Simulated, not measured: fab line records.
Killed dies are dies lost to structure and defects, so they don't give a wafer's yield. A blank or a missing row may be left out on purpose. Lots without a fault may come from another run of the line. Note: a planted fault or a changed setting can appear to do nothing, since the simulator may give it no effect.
What tool caused it?	flow berkeley_cmos170	13 lots with 39 wafers sampled at 3 steps, on a route of 331 steps

## WHAT THE GAUGES SHOWED, per wafer
UCB170_M1_CD_MEAS_09 targets a cd of 700 nm. Usual: 699.5 nm for cd_nm, sd 1.7.
lot	measured	on	cd_nm (nm)	flag
L456	day 7 08:04	cd_sem-01	698.3 697.2 697.9	
L458	day 7 09:17	cd_sem-01	699.3 698.4 699.2	
L459	day 7 13:10	cd_sem-01	699.9 701.2 701.7	
L460	day 7 22:32	cd_sem-02	615.2 615.5 615.4	OFF
L462	day 8 08:41	cd_sem-01	698.1 697.0 695.4	
L466	day 9 07:40	cd_sem-02	700.2 699.3 700.2	
L468	day 9 08:51	cd_sem-02	699.2 699.5 699.2	
L472	day 10 03:53	cd_sem-01	699.2 699.8 699.7	
L473	day 10 17:34	cd_sem-01	701.9 700.4 700.5	
L471	day 10 23:09	cd_sem-02	698.5 699.0 699.5	
L476	day 11 01:07	cd_sem-02	702.7 702.9 703.0	
L477	day 11 03:26	cd_sem-01	697.6 698.1 697.0	
L478	day 11 03:40	cd_sem-01	699.3 697.9 698.9	

UCB170_M1_CD_MEAS_90 targets a cd of 700 nm. Usual: 697 nm for cd_nm, sd 3.1.
lot	measured	on	cd_nm (nm)	flag
L456	day 7 08:30	cd_sem-01	693 695 695	
L458	day 7 09:43	cd_sem-01	692 692 699	
L459	day 7 13:36	cd_sem-02	697 698 698	
L460	day 7 22:58	cd_sem-02	614 611 614	OFF
L462	day 8 09:07	cd_sem-01	692 694 692	
L466	day 9 08:06	cd_sem-02	698 697 699	
L468	day 9 09:17	cd_sem-01	696 701 697	
L472	day 10 04:26	cd_sem-02	699 698 699	
L473	day 10 18:00	cd_sem-02	697 700 694	
L471	day 10 23:35	cd_sem-01	695 700 695	
L476	day 11 01:40	cd_sem-02	702 699 700	
L477	day 11 04:00	cd_sem-02	697 699 697	
L478	day 11 04:10	cd_sem-01	695 694 697	

## TOOL THAT RAN EACH LOT (tool first, then ch and the chambers of the sampled wafers, then the start)
lot	UCB170_M1_EXPOSE_06
L456	krf_scanner-01 ch 0, day 7 07:41
L458	krf_scanner-02 ch 0, day 7 08:54
L459	krf_scanner-02 ch 0, day 7 12:37
L460	krf_scanner-01 ch 0, day 7 21:43
L462	krf_scanner-01 ch 0, day 8 07:52
L466	krf_scanner-02 ch 0, day 9 07:05
L468	krf_scanner-01 ch 0, day 9 08:25
L472	krf_scanner-02 ch 0, day 10 02:42
L473	krf_scanner-02 ch 0, day 10 17:11
L471	krf_scanner-02 ch 0, day 10 22:43
L476	krf_scanner-01 ch 0, day 11 00:31
L477	krf_scanner-01 ch 0, day 11 02:41
L478	krf_scanner-01 ch 0, day 11 03:05
- UCB170_M1_EXPOSE_06: exposes mask METAL1, target cd 700 nm.

## WHAT THE TOOLS THEMSELVES READ (means of the sampled wafers that have a number; where no wafer has one, the mark that the record gives instead)
The record holds no such reading with a usual standard deviation.

## THE ANSWER, worked out from the rows above alone
Rule: a lot counts as off when the mean over its wafers that have a number is more than 3 standard deviations away from the usual mean. A lot without any number at a reading at which 4 lots or more have one is off too. Where the step has rows for the other lots, those lots are counted as sound. The gauges are gone through in route order, then the tools' own readings, and for those a lot's mean is taken as printed above. At the first step where some lot is off, the reading lying furthest off is the one used; lots without a number count as furthest.
Off: L460, at UCB170_M1_CD_MEAS_09 (cd_nm).
If a tool, at a process step before that reading, ran all the lots that are off and no sound lot after the first of them, it fits. The gauges at UCB170_M1_CD_MEAS_09 are tried like those tools. No candidate that was tried fits.

## WHAT HAD BEEN PUT IN BY THE SIMULATOR
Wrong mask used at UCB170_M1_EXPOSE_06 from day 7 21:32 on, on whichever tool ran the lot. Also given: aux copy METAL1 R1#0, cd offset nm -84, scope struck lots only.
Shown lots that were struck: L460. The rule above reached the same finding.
